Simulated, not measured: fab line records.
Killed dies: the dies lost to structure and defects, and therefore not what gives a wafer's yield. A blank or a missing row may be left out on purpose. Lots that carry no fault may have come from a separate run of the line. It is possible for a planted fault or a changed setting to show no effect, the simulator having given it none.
Comparing a struck lot with a sound one | flow rit_cmos | 14 out of 202 route steps
Sound: these wafers, L902.2, L902.3, L902.6. Wafers struck: L905.2, L905.3, L905.4. Last of all comes the cause.
Per side, at each step with rows, come the tool, then ch with its chambers, and then its first start. Under that, the readings that differ: sound wafers | struck wafers | difference of the means | sigmas: that difference in standard deviations of wafers without a fault.
alike: readings with means less than 2 such deviations apart, plus words and numbers identical on both sides. not compared: withheld readings, readings lacking a value on some wafer, bounds such as >300 that could conceal the same value, and numbers that have no deviation in the record and whose values overlap.
A row with sigmas, a row that says differs or no value, or rows on one side alone: a step with any of these is where the two part. Numbers that have no deviation but don't overlap get no sigmas and don't part them. A reading missing from all wafers of one side parts the sides only when that side holds two or more wafers.

first, 1 step without rows for these wafers: RIT_NWELL_IMPLANT_08.
RIT_NWELL_STRIP_09: strips in O2, time 180 s.
  sound on plasma_asher-03 ch 0,1, day 4 05:22; struck on plasma_asher-03 ch 0,1, day 4 19:28
  alike: chamber_pressure_mTorr, drypump_motor_current_A
  not compared: rf_hours_counter_h
RIT_NWELL_TW_MEAS_10:
  sound: film_metro-03 at day 4 05:33; struck: film_metro-04 at day 4 19:39
  alike: NWELL_TW
then, 6 steps without rows for these wafers: RIT_PWELL_HMDS_00 (prime time 60 s); RIT_PWELL_COAT_01 (resist thk 1300 nm); RIT_PWELL_SOFTBAKE_02 (time 60 s); RIT_PWELL_EXPOSE_03 (exposes mask M3, target cd 43700 nm); RIT_PWELL_PEB_04; RIT_PWELL_DEVELOP_05 (develop time 68 s).
RIT_PWELL_OVL_MEAS_06:
  sound: overlay-02 at day 4 06:38; struck: overlay-02 at day 4 20:35
  alike: PWELL_OVL
then, 2 steps without rows for these wafers: RIT_PWELL_HARDBAKE_07 (time 120 s); RIT_PWELL_IMPLANT_08.
RIT_PWELL_STRIP_09: strips in O2, time 180 s.
  sound on plasma_asher-01 ch 0,1, day 4 07:08; struck on plasma_asher-01 ch 0,1, day 4 21:03
  no value came back on the struck wafers for chamber_pressure_mTorr (mTorr), drypump_motor_current_A (A); on the sound wafers chamber_pressure_mTorr (mTorr) reads 3991 4001 4003
  reading                                    | sound | struck         | difference | sigmas
  model.NOVOLAK_of_PWELL_COAT_01.thk_nm (nm) | 0 0 0 | 1135 1132 1133 | +1133      |
  not compared: rf_hours_counter_h
RIT_PWELL_TW_MEAS_10:
  sound: film_metro-04 at day 4 07:19; struck: film_metro-03 at day 4 21:14
  alike: PWELL_TW

== WHERE THEY PART ==
Only at RIT_PWELL_STRIP_09, as far as this record shows. Later steps at which nothing parts them and some readings are alike: RIT_PWELL_TW_MEAS_10.

WHY: whatever the simulator had introduced
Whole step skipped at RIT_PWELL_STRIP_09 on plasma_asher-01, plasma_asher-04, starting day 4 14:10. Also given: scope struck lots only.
